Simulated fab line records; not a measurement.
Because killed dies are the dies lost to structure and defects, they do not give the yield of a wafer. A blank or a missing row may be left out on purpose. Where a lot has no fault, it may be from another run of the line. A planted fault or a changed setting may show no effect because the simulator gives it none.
Comparing a struck lot with a sound one -- flow berkeley-cmos170 -- 14 out of 331 route steps
Sound: these wafers, L622.1, L622.2, L622.6. Struck: wafers L627.2, L627.3, L627.5. Last of all comes the cause.
Each step with rows lists, per side, the tool, then ch with its chambers, then its first start. Under that, the readings that differ: sound wafers -- struck wafers -- difference of the means -- sigmas: that difference in standard deviations of wafers without a fault.
alike: readings with means less than 2 such deviations apart, plus words and numbers identical on both sides. not compared: withheld readings, readings lacking a value on some wafer, bounds such as >300 that could conceal the same value, and numbers that have no deviation in the record and whose values overlap.
Wherever a step has rows on one side only, a row that says differs or no value, or a row with sigmas, the two part there. Numbers that don't overlap but have no deviation are shown without sigmas and don't part them. A reading that every wafer of one side lacks parts them only if that side has two wafers or more.

first, 2 steps without rows for these wafers: UCB170_GATE_ANNEAL_03 (time 1800 s); UCB170_GATE_CVD_04 (deposits poly-Si from SiH4, time 1440 s, target thk 214 nm).
UCB170_GATE_THK_MEAS_05:
  sound on film-metro-04, day 8 05:00; struck on film-metro-04, day 9 00:59
  alike: GATE_POLY_THK
then, 6 steps without rows for these wafers: UCB170_GATE_COAT_06; UCB170_GATE_COAT_07 (resist thk 900 nm); UCB170_GATE_SOFTBAKE_08 (time 60 s); UCB170_GATE_EXPOSE_09 (exposes mask POLY, target cd 350 nm); UCB170_GATE_PEB_10; UCB170_GATE_DEVELOP_11 (develop time 45 s).
UCB170_GATE_CD_MEAS_12: target cd 350 nm.
  sound on cd-sem-02, day 8 05:55; struck on cd-sem-01, day 9 02:01
  alike: cd-nm
UCB170_GATE_OVL_MEAS_13:
  sound on overlay-02, day 8 06:02; struck on overlay-01, day 9 02:07
  alike: GATE_OVL
UCB170_GATE_ETCH_14: etches BARC in N2/H2.
  sound on rie-diel-03 ch 2,3, day 8 06:04; struck on rie-diel-03 ch 0,1,3, day 9 02:08
  alike: bias-w, drypump-motor-current-A, oes-product-au, throttle-valve-pct
UCB170_GATE_ETCH_15: etches poly-Si in HBr/Cl2, stops on SiO2, time 56.3 s, target depth 278.2 nm.
  sound on rie-si-02 ch 1,2, day 8 06:06; struck on rie-si-02 ch 0,2,3, day 9 02:11
reading,sound,struck,difference,sigmas
oes-product-au (a.u.),0.839 0.823 0.845,0.786 0.798 0.791,-0.044,-3
model.KrF_of_GATE_COAT_07.thk-nm (nm),779.2 776.2 781.7,804.5 807.5 802.5,+25.8,
model.GATE.feature-depth-nm (nm),213.1 213.2 213.6,202.9 200.7 199.5,-12.3,
model.etch.depth-nm (nm),213.1 213.1 213.6,202.9 200.7 199.5,-12.2,
  alike: HBr_flow_sccm, bias-w, drypump-motor-current-A, throttle-valve-pct
  not compared: rf-hours-counter-h
UCB170_GATE_STRIP_16: strips in O2.
  sound on plasma-asher-01 ch 0,1, day 8 06:09; struck on plasma-asher-01 ch 0, day 9 02:14
  alike: drypump-motor-current-A, oes-product-au
  not compared: rf-hours-counter-h

== WHERE THEY PART ==
Only at UCB170_GATE_ETCH_15, within this record. Later steps at which nothing parts them and some readings are alike: UCB170_GATE_STRIP_16.

WHY: what had been put in by the simulator
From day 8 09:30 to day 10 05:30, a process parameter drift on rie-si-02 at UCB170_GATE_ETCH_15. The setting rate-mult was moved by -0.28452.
